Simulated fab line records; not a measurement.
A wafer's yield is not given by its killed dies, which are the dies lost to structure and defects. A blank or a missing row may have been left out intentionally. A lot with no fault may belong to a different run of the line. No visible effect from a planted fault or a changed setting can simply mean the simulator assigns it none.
Which of the tools did it? ; flow rit cmos ; at 1 step of a route of 202, 10 lots with 30 wafers sampled

== WHAT THE GAUGES SHOWED, per wafer ==
RIT_SILICIDE_THK_MEAS_03: measures by xrf.
lot;measured;on;SILICIDE_TI_THK (nm)
L964;day 3 15:11;film metro-02;30.7 30.9 30.5
L965;day 3 21:24;film metro-02;30.2 30.5 30.7
L971;day 4 20:03;film metro-02;31.6 31.6 31.8
L974;day 5 09:05;film metro-02;31.1 31.4 31.3
L976;day 5 20:01;film metro-02;31.4 31.1 31.1
L978;day 6 06:14;film metro-01;30.4 30.8 30.9
L979;day 6 12:31;film metro-01;30.5 30.6 30.6
L980;day 6 14:15;film metro-01;30.3 30.5 30.4
L981;day 6 16:11;film metro-03;30.4 30.2 30.4
L985;day 7 16:29;film metro-03;30.0 30.3 29.8

== TOOL THAT RAN EACH LOT (tool first, then ch and the chambers of the sampled wafers, then the start) ==
Before these readings, the record contains no process step.

== AS READ BY THE TOOLS THEMSELVES (means over the sampled wafers that have a number; for cases with no such wafer, the mark the record gives instead) ==
The record holds no such reading with a usual standard deviation.

== THE ANSWER, worked out from the rows above alone ==
Rule: usual is defined by the lots themselves. Put in order of their means at a reading, lots are off if they are a third of the lots or fewer, leave a main group of 4 or more, and stand apart from it by a gap of 3 or more times the standard deviation of the main group's means; of several such gaps the widest counts. A main group whose means are all the same, to the digits that the tables above print for the reading, isn't used. A lot without any number at a reading at which 4 lots or more have one is off too. Any other lot the step has rows for is counted as sound. After the gauges, taken in route order, come the tools' own readings; for these a lot's mean is taken, as printed above. At the first step where some lot is off, the reading lying furthest off is the one used; lots without a number count as furthest.
None of the lots is off at any reading shown; this tells nothing.

== WHAT THE SIMULATOR HAD INSERTED ==
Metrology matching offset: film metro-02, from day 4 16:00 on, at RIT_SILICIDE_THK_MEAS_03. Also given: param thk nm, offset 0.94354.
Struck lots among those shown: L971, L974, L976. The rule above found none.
